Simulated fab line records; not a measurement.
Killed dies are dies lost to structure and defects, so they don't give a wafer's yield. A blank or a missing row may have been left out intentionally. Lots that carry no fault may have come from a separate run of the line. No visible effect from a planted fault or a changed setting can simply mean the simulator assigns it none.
A lot that was struck, set against a sound lot / flow rit-cmos / 14 steps out of a route of 202
Sound: wafers L968.1, L968.2, L968.4. Wafers L971.2, L971.4, L971.6 were the ones struck. At the end, the cause is stated.
Each step with rows lists, per side, the tool, then ch with its chambers, then its first start. Under that, the readings that differ: sound wafers / struck wafers / difference of the means / sigmas: that difference in standard deviations of wafers without a fault.
alike: readings with means less than 2 such deviations apart, plus words and numbers identical on both sides. not compared: withheld readings, readings lacking a value on some wafer, bounds such as >300 that could conceal the same value, and numbers that have no deviation in the record and whose values overlap.
The two part at a step that has a row with sigmas, a row that says differs or no value, or rows on one side only. Numbers that don't overlap but have no deviation are shown without sigmas and don't part them. Lack of a reading on every wafer of one side parts them only where that side has two or more wafers.

first, 2 steps without rows for these wafers: RIT_PLDD_PEB_04; RIT_PLDD_DEVELOP_05 (develop time 50 s).
RIT_PLDD_OVL_MEAS_06:
  struck on overlay-02, day 6 07:40; sound on overlay-02, day 5 07:42
  alike: PLDD_OVL
then, 2 steps without rows for these wafers: RIT_PLDD_HARDBAKE_07 (time 60 s); RIT_PLDD_IMPLANT_08.
RIT_PLDD_STRIP_09: strips in O2, time 180 s.
  sound on plasma-asher-04 ch 0,1, day 5 08:02; struck on plasma-asher-04 ch 0,1, day 6 07:59
  alike: drypump-motor-current-A
  not compared: rf-hours-counter-h
RIT_PLDD_TW_MEAS_10:
  struck on film-metro-01, day 6 08:11; sound on film-metro-02, day 5 08:13
reading=PLDD_TW; sound=2339 2337 2337; struck=2374 2372 2357; difference=+30; sigmas=+2
then, 4 steps without rows for these wafers: RIT_SPACER_CLEAN_00 (cleans in SC1, time 600 s); RIT_SPACER_CLEAN_01 (cleans in dHF, time 30 s); RIT_SPACER_CLEAN_02 (cleans in SC2, time 600 s); RIT_SPACER_CVD_03 (deposits Si3N4 from SiH2Cl2/NH3, target thk 250 nm, time 3300 s).
RIT_SPACER_THK_MEAS_04:
  struck on film-metro-04, day 6 10:31; sound on film-metro-04, day 5 10:33
  alike: SPACER_NITRIDE_THK
RIT_SPACER_ETCHBACK_05: etches Si3N4 in SF6/CHF3, stops on SiO2, target depth 250 nm, time 240 s.
  sound on rie-diel-03 ch 0,3, day 5 10:37; struck on rie-diel-03 ch 2,3, day 6 10:34
reading=oes-product-au (a.u.); sound=0.826 0.831 0.841; struck=0.806 0.764 0.794; difference=-0.045; sigmas=-3
reading=model.etch.depth-nm (nm); sound=250.4 250.2 251.1; struck=222.2 222.3 223.3; difference=-28.0; sigmas=
reading=model.poly-Si_of_GATE_CVD_08.thk-nm (nm); sound=169.5 170.8 171; struck=184.4 184.3 184.4; difference=+13.9; sigmas=
reading=model.Si3N4_of_SPACER_CVD_03.thk-nm (nm); sound=196.4 197.2 197.8; struck=210.3 211.4 210.3; difference=+13.5; sigmas=
  alike: drypump-motor-current-A, throttle-valve-pct
  not compared: rf-hours-counter-h
RIT_M1_PROBE_99:
  struck on prober-02, day 6 21:41; sound on prober-01, day 5 22:52
reading=hold; sound=- - -; struck=await-dispo/10.9h/scrap await-dispo/10.9h/scrap await-dispo/10.9h/scrap; difference=no value on the sound wafers; sigmas=
reading=killed-at-contacts; sound=0 0 0; struck=0 2 0; difference=+1; sigmas=+2
reading=killed-at-front-end; sound=9 8 6; struck=264 262 264; difference=+256; sigmas=+91
reading=killed-dies; sound=9 8 6; struck=264 264 264; difference=+256; sigmas=+88
reading=killed-on-rim; sound=4 4 3; struck=70 70 70; difference=+66; sigmas=+44
  alike: killed-open, killed-short

== WHERE THEY PART ==
At RIT_PLDD_TW_MEAS_10 first; at RIT_M1_PROBE_99 last (within this record only).

WHY: the cause the simulator had injected
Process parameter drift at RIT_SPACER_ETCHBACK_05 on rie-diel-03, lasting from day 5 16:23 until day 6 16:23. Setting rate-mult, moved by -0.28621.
